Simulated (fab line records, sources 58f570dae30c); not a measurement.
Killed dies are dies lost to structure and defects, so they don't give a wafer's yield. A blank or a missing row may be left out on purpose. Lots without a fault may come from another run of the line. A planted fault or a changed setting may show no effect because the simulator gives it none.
Split-lot experiment | flow berkeley_cmos170 | 5 lots, 23 wafers read, on a route of 331 steps

THE SPLIT
At UCB170_V1_ETCH_14 (etches SiO2 in CHF3/CF4/Ar, stops on Al, target depth 1250 nm, time 291 s), the setting over_etch_frac was moved away from the recipe's 0.25 on 8 of the 23 wafers read, by +17.8% to +28.2%. The other wafers ran this setting at the recipe's value.

The reading is taken at the split's own step.

THE READING
KrF_of_V1_COAT_07.thk_nm (the simulator's own value, which no gauge read), in nm, at UCB170_V1_ETCH_14 (etches SiO2 in CHF3/CF4/Ar, stops on Al, target depth 1250 nm, time 291 s). The file gives no usual value for it. The 15 wafers here that ran the recipe average 613.7 nm, standard deviation 5.7 nm.

wafer  | tool, chamber at the split | over_etch_frac as run | against the recipe | KrF_of_V1_COAT_07.thk_nm, nm | against lot-mates on the recipe
L074.1 | rie_diel-02, 3             | 0.3205                | +28.2%             | 596.9                        | -11.8
L074.2 | rie_diel-02, 0             | 0.3205                | +28.2%             | 604.2                        | -4.5
L074.3 | rie_diel-02, 1             | 0.3205                | +28.2%             | 595.5                        | -13.2
L074.4 | rie_diel-02, 2             | 0.25                  | recipe             | 607.1                        | -
L074.5 | rie_diel-02, 1             | 0.25                  | recipe             | 610.3                        | -
L075.1 | rie_diel-01, 1             | 0.25                  | recipe             | 618.3                        | -
L075.2 | rie_diel-01, 0             | 0.25                  | recipe             | 616.2                        | -
L075.3 | rie_diel-01, 3             | 0.25                  | recipe             | 617.3                        | -
L075.5 | rie_diel-01, 0             | 0.25                  | recipe             | 620.7                        | -
L075.6 | rie_diel-01, 1             | 0.25                  | recipe             | 618.6                        | -
L081.1 | rie_diel-02, 1             | 0.25                  | recipe             | 616.1                        | -
L081.2 | rie_diel-02, 0             | 0.25                  | recipe             | 621.2                        | -
L081.4 | rie_diel-02, 0             | 0.2946                | +17.8%             | 610.4                        | -7.6
L081.5 | rie_diel-02, 0             | 0.2946                | +17.8%             | 611                          | -7.0
L081.6 | rie_diel-02, 1             | 0.25                  | recipe             | 616.8                        | -
L080.1 | rie_diel-03, 3             | 0.25                  | recipe             | 604.2                        | -
L080.3 | rie_diel-03, 2             | 0.25                  | recipe             | 606                          | -
L080.4 | rie_diel-03, 0             | 0.25                  | recipe             | 604.8                        | -
L085.1 | rie_diel-01, 3             | 0.25                  | recipe             | 610.7                        | -
L085.2 | rie_diel-01, 2             | 0.25                  | recipe             | 617                          | -
L085.3 | rie_diel-01, 0             | 0.3188                | +27.5%             | 600.4                        | -13.5
L085.5 | rie_diel-01, 2             | 0.3188                | +27.5%             | 601.5                        | -12.4
L085.6 | rie_diel-01, 3             | 0.3188                | +27.5%             | 594.2                        | -19.6

THE FIT
A straight line over all 23 wafers: KrF_of_V1_COAT_07.thk_nm changes by -0.501 nm for each +1% of over_etch_frac; r = -0.76; the points scatter about the line by 5.5 nm.
The same after taking each lot's own level away (the mean of its wafers on the recipe; 23 wafers): -0.443 nm for each +1%; r = -0.89; scatter 2.9 nm.
On that fit, the largest move of over_etch_frac shifts the reading by 13 nm.
The lots' own levels span 605.00 to 618.22 nm, that is 2.3 times the standard deviation above.
So the lot-to-lot level blurs the effect unless lot-mates are compared.
Check: with one of the wafers moved furthest among these (+28.2%) left out of the fit, the line predicts -12.6 nm for it against its lot-mates. It came out at -11.8 nm against them.

OTHER SPLITS ON THESE WAFERS
These wafers also went through other splits before the reading. Each is held against what the fit with the lots' levels taken away leaves over:
other split on the same wafers         | wafers away from the commonest value | r with KrF_of_V1_COAT_07.thk_nm (lot level and that fit taken away)
UCB170_SPACER_CVD_00 time_s            | 6                                    | +0.12
UCB170_PSD_COAT_01 spin_rpm            | 10                                   | -0.18
UCB170_SILICIDE_SPUTTER_01 time_s      | 7                                    | +0.35
UCB170_M1_SPUTTER_00 time_s            | 8                                    | +0.05
UCB170_M1_METAL_ETCH_12 pressure_mtorr | 10                                   | +0.19

THE WHOLE CHAIN: every reading that the file lists as answering this split, in the file's order
step               | what it does                                                              | reading                                                                   | change (the file's fit)               | r (the file's)
UCB170_V1_ETCH_14  | etches SiO2 in CHF3/CF4/Ar, stops on Al, target depth 1250 nm, time 291 s | KrF_of_V1_COAT_07.thk_nm (the simulator's own value, which no gauge read) | -0.441 nm for each +1% of the setting | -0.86
UCB170_V1_STRIP_15 | strips in O2                                                              | strip_time_to_endpoint_s                                                  | withheld for each +1% of the setting  | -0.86

THE FILE'S OWN FIT
KrF_of_V1_COAT_07.thk_nm changes by -0.441 nm for each +1% of over_etch_frac, r = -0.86.
